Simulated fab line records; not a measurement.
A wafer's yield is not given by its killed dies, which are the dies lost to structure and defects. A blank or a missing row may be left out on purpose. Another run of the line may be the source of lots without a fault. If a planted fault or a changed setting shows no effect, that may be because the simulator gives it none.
Split-lot trial | flow berkeley-cmos170 | 23 wafers read from 5 lots, route of 331 steps

## ABOUT THE SPLIT
At UCB170_SCREENOX_OXIDATION_01 (target thk 14.4 nm, ox time 2400 s), the setting temp-c was moved away from the recipe's 900 C on 15 of the 23 wafers read, by -2.5% to +1.7%. The other wafers ran this setting at the recipe's value.

Between the split and the reading, the file records no step.

## THE READING
SCREENOX_OXIDE_THK (nm), taken at UCB170_SCREENOX_THK_MEAS_02. Typical for fault-free wafers on this fab line: 14.19 nm, with standard deviation 0.18 nm.

wafer  | tool, chamber at the split | temp-c as run, C | against the recipe | SCREENOX_OXIDE_THK, nm | against lot-mates on the recipe
L074.1 | -, -                       | 877.8            | -2.5%              | 10.64                  | no lot-mate on the recipe
L074.2 | -, -                       | 877.8            | -2.5%              | 10.93                  | no lot-mate on the recipe
L074.4 | -, -                       | 877.8            | -2.5%              | 10.95                  | no lot-mate on the recipe
L074.5 | -, -                       | 877.8            | -2.5%              | 10.96                  | no lot-mate on the recipe
L074.6 | -, -                       | 877.8            | -2.5%              | 10.83                  | no lot-mate on the recipe
L076.1 | -, -                       | 914.9            | +1.7%              | 16.91                  | no lot-mate on the recipe
L076.2 | -, -                       | 914.9            | +1.7%              | 16.70                  | no lot-mate on the recipe
L076.3 | -, -                       | 914.9            | +1.7%              | 16.55                  | no lot-mate on the recipe
L076.5 | -, -                       | 914.9            | +1.7%              | 16.78                  | no lot-mate on the recipe
L076.6 | -, -                       | 914.9            | +1.7%              | 16.81                  | no lot-mate on the recipe
L083.1 | -, -                       | 900              | recipe             | 14.05                  | -
L083.2 | -, -                       | 900              | recipe             | 14.24                  | -
L083.3 | -, -                       | 900              | recipe             | 14.05                  | -
L083.5 | -, -                       | 900              | recipe             | 14.21                  | -
L083.6 | -, -                       | 900              | recipe             | 14.00                  | -
L084.1 | -, -                       | 913.8            | +1.5%              | 16.48                  | no lot-mate on the recipe
L084.2 | -, -                       | 913.8            | +1.5%              | 16.28                  | no lot-mate on the recipe
L084.3 | -, -                       | 913.8            | +1.5%              | 16.41                  | no lot-mate on the recipe
L084.4 | -, -                       | 913.8            | +1.5%              | 16.31                  | no lot-mate on the recipe
L084.5 | -, -                       | 913.8            | +1.5%              | 16.51                  | no lot-mate on the recipe
L085.1 | furnace-02, 0              | 900              | recipe             | 14.10                  | -
L085.2 | furnace-02, 0              | 900              | recipe             | 14.35                  | -
L085.4 | furnace-02, 0              | 900              | recipe             | 14.12                  | -

THE FIT
A straight line over all 23 wafers: SCREENOX_OXIDE_THK changes by +1.41 nm for each +1% of temp-c; r = +1.00; the points scatter about the line by 0.16 nm.
Too few moved wafers have a lot-mate on the recipe to fit a line with each lot's own level taken away.

## THE WHOLE CHAIN: every reading that the file lists as answering this split, in the file's order
step                         | what it does                       | reading                                                                               | change (the file's fit)              | r (the file's)
UCB170_SCREENOX_OXIDATION_01 | target thk 14.4 nm, ox time 2400 s | SiO2_of_SCREENOX_OXIDATION_01.thk-nm (the simulator's own value, which no gauge read) | +1.41 nm for each +1% of the setting | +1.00
UCB170_SCREENOX_THK_MEAS_02  |                                    | SCREENOX_OXIDE_THK                                                                    | +1.41 for each +1% of the setting    | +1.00

## THE FILE'S OWN FIT
SCREENOX_OXIDE_THK changes by +1.41 nm for each +1% of temp-c, r = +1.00.
